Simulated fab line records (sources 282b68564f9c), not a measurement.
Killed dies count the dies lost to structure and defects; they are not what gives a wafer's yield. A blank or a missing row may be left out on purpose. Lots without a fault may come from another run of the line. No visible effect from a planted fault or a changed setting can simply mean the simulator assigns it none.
What tool caused it? + flow rit_cmos + 7 lots with 21 wafers sampled at 3 steps, on a route of 202 steps

## WHAT THE GAUGES SHOWED, per wafer
RIT_NSD_TW_MEAS_10.
| lot  | measured    | on            | NSD_TW         |
|------|-------------|---------------|----------------|
| L840 | day 3 06:14 | film_metro-02 | 3155 3171 3184 |
| L845 | day 4 14:04 | film_metro-02 | 3166 3165 3166 |
| L848 | day 5 02:06 | film_metro-02 | 3181 3189 3165 |
| L851 | day 5 17:34 | film_metro-04 | 3136 3154 3151 |
| L853 | day 6 02:59 | film_metro-02 | 3147 3140 3130 |
| L856 | day 6 13:58 | film_metro-04 | 3153 3167 3169 |
| L861 | day 7 18:53 | film_metro-01 | 2757 2749 2765 |

## WHAT TOOL EACH LOT RAN ON (gives the tool, then ch and the chambers of the sampled wafers, and finally the start)
| lot  | RIT_GATE_STRIP_20                   | RIT_NSD_IMPLANT_08             |
|------|-------------------------------------|--------------------------------|
| L840 | plasma_asher-03 ch 0,1, day 2 19:53 | implanter-03 ch 0, day 3 05:55 |
| L845 | plasma_asher-01 ch 0,1, day 4 03:49 | implanter-03 ch 0, day 4 13:44 |
| L848 | plasma_asher-02 ch 0,1, day 4 15:33 | implanter-03 ch 0, day 5 01:46 |
| L851 | plasma_asher-01 ch 0,1, day 5 06:37 | implanter-03 ch 0, day 5 17:15 |
| L853 | plasma_asher-01 ch 0,1, day 5 14:52 | implanter-03 ch 0, day 6 02:40 |
| L856 | plasma_asher-01 ch 0,1, day 6 02:59 | implanter-03 ch 0, day 6 13:40 |
| L861 | plasma_asher-02 ch 0,1, day 7 07:40 | implanter-04 ch 0, day 7 18:34 |
- RIT_GATE_STRIP_20: strips in O2, time 180 s.
- RIT_NSD_IMPLANT_08

## THE ANSWER, worked out from the rows above alone
Rule: what is usual is taken from the lots themselves. The widest of any qualifying gaps counts: lots, ordered by their means at a reading, are off when they make up no more than a third of the lots, leave a main group of 4 or more, and stand apart from it by 3 or more times the standard deviation of that group's means. A main group whose means are all the same, to the digits that the tables above print for the reading, isn't used. A lot without any number at a reading at which 4 lots or more have one is off too. Any other lot the step has rows for is counted as sound.
Off: L861, seen at RIT_NSD_TW_MEAS_10 (NSD_TW). For the main group the mean is 3160 and the standard deviation 13.
If a tool, at a process step before that reading, ran all the lots that are off and no sound lot after the first of them, it fits. Gauges at RIT_NSD_TW_MEAS_10: tried the same way as those tools. Can't be told from this: 3 tools fit, plasma_asher-02 at RIT_GATE_STRIP_20, implanter-04 at RIT_NSD_IMPLANT_08, film_metro-01 at RIT_NSD_TW_MEAS_10.

## WHAT WAS PUT IN BY THE SIMULATOR
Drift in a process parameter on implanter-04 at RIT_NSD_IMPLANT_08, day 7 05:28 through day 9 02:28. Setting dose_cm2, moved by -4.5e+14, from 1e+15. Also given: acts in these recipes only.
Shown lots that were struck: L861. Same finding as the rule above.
